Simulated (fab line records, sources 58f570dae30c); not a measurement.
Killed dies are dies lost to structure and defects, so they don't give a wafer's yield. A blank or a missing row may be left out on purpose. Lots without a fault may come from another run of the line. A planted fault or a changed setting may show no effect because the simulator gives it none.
Chamber matching | flow berkeley_cmos170 | UCB170_M2_ETCH_17 on rie_diel-01: 4 sister chambers
The step etches BARC in N2/H2. 8 wafers are shown with their chamber, then 8 later ones without.

WAFERS WITH THEIR CHAMBER
wafer  | chamber | throttle_valve_pct (%) | drypump_motor_current_A (A)
L721.6 | 2       | 13.44                  | 5.8
L728.2 | 1       | 13.01                  | 5.7
L729.3 | 3       | 13.29                  | 5.4
L729.5 | 1       | 13.02                  | 5.7
L733.3 | 0       | 13.27                  | 5.2
L733.5 | 3       | 13.29                  | 5.3
L733.6 | 0       | 13.27                  | 5.2
L732.1 | 2       | 13.47                  | 5.7

WAFERS WITHOUT THEIR CHAMBER
wafer  | throttle_valve_pct (%) | drypump_motor_current_A (A)
L732.4 | 13.02                  | 5.7
L732.6 | 13.28                  | 5.3
L739.2 | 13.29                  | 5.3
L739.3 | 13.45                  | 5.7
L739.4 | 13.28                  | 5.2
L740.1 | 13.02                  | 5.7
L740.2 | 13.27                  | 5.2
L740.5 | 13.28                  | 5.3

WHICH CHAMBER EACH WENT THROUGH
wafer  | from the rows above     | in truth
L732.4 | 1                       | 1
L732.6 | can't be placed: 3 or 0 | 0
L739.2 | can't be placed: 3 or 0 | 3
L739.3 | 2                       | 2
L739.4 | 0                       | 0
L740.1 | 1                       | 1
L740.2 | 0                       | 0
L740.5 | can't be placed: 3 or 0 | 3
Placed correctly: 5 of 8. Can't be placed from these rows: 3 (the true chamber is among the candidates in 3). Placed wrongly: 0.
How it was worked out, from the rows above alone: a wafer's distance from a chamber is the root of the sum, over the readings, of the square of ((its reading less the chamber's mean) divided by the reading's scatter). The wafer belongs to the nearest chamber; if the next one is less than 2 further off, it can't be placed. A chamber's mean is the mean of its shown wafers. The scatter: the root of (the sum of the squares of (reading less its chamber's mean) over the shown wafers, divided by (wafers less chambers)).
